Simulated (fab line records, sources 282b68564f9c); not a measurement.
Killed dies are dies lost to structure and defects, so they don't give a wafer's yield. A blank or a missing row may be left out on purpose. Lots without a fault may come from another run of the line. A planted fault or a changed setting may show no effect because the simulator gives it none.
A struck lot beside a sound one | flow rit_cmos | 14 steps out of a route of 202
Sound: wafers L743.2, L743.4, L743.5. Struck: wafers L736.4, L736.5, L736.6. The cause comes at the end.
At each step with rows: each side's tool, then ch and its chambers, then its first start. Under that, the readings that differ: sound wafers | struck wafers | difference of the means | sigmas: that difference in standard deviations of wafers without a fault.
alike: readings whose means differ by less than 2 such deviations, and words and numbers that are the same on both sides. not compared: withheld readings, readings that some wafer has no value for, bounds like >300 that may hide the same value, and numbers for which the record gives no deviation and whose values overlap.
The two part at a step that has a row with sigmas, a row that says differs or no value, or rows on one side only. Numbers that don't overlap but have no deviation are shown without sigmas and don't part them. A reading that every wafer of one side lacks parts them only if that side has two wafers or more.

RIT_CONTACT_ETCH_11: etches SiO2 in CHF3/CF4/Ar, stops on TiSi2, target depth 480 nm, time 320 s.
  sound on rie_diel-02 ch 0,1,3, day 6 13:46; struck on rie_diel-01 ch 0,1, day 5 08:58
  alike: drypump_motor_current_A, oes_product_au, throttle_valve_pct
  not compared: rf_hours_counter_h
RIT_CONTACT_STRIP_12: strips in O2, time 180 s.
  sound on plasma_asher-02 ch 0,1, day 6 13:58; struck on plasma_asher-02 ch 0,1, day 5 09:13
  alike: drypump_motor_current_A
  not compared: rf_hours_counter_h
RIT_CONTACT_CD_MEAS_90: target cd 1000 nm.
  sound on cd_sem-02, day 6 14:09; struck on cd_sem-02, day 5 09:23
  reading    | sound              | struck               | difference | sigmas
  cd_nm (nm) | 997.4 998.0 1001.0 | 1003.3 1004.0 1003.9 | +4.9       | +2
then, 2 steps without rows for these wafers: RIT_CONTACT_CLEAN_13 (cleans in SC1, time 600 s); RIT_CONTACT_CLEAN_14 (cleans in SC2, time 600 s).
RIT_M1_SPUTTER_00: material Al, target thk 400 nm, time 488.3 s.
  sound on pvd_sputter-02, day 6 14:47; struck on pvd_sputter-04, day 5 09:48
  alike: throttle_valve_pct
RIT_M1_RS_MEAS_01: measures by four-point-probe.
  sound on film_metro-04, day 6 15:07; struck on film_metro-04, day 5 10:10
  alike: M1_AL_RS
RIT_M1_THK_MEAS_02: measures by xrf.
  sound on film_metro-04, day 6 15:13; struck on film_metro-04, day 5 10:15
  alike: M1_AL_THK
then, 4 steps without rows for these wafers: RIT_M1_HMDS_03 (prime time 60 s); RIT_M1_COAT_04 (resist thk 1300 nm); RIT_M1_SOFTBAKE_05 (time 60 s); RIT_M1_EXPOSE_06 (exposes mask M12, target cd 2600 nm).
RIT_M1_PEB_07:
  sound on litho_track-04 ch 0, day 6 15:52; struck on litho_track-04, day 5 11:02
  reading         | sound          | struck | difference                    | sigmas
  exhaust_pa (Pa) | 44.0 44.3 43.9 | - - -  | no value on the struck wafers |
  not compared: chill_plate_temp_C, resist_line_temp_C
then, 1 step without rows for these wafers: RIT_M1_DEVELOP_08 (develop time 70.99 s).

WHERE THEY PART
First at RIT_CONTACT_CD_MEAS_90; last, within this record, at RIT_M1_PEB_07.

WHY: what the simulator had put in
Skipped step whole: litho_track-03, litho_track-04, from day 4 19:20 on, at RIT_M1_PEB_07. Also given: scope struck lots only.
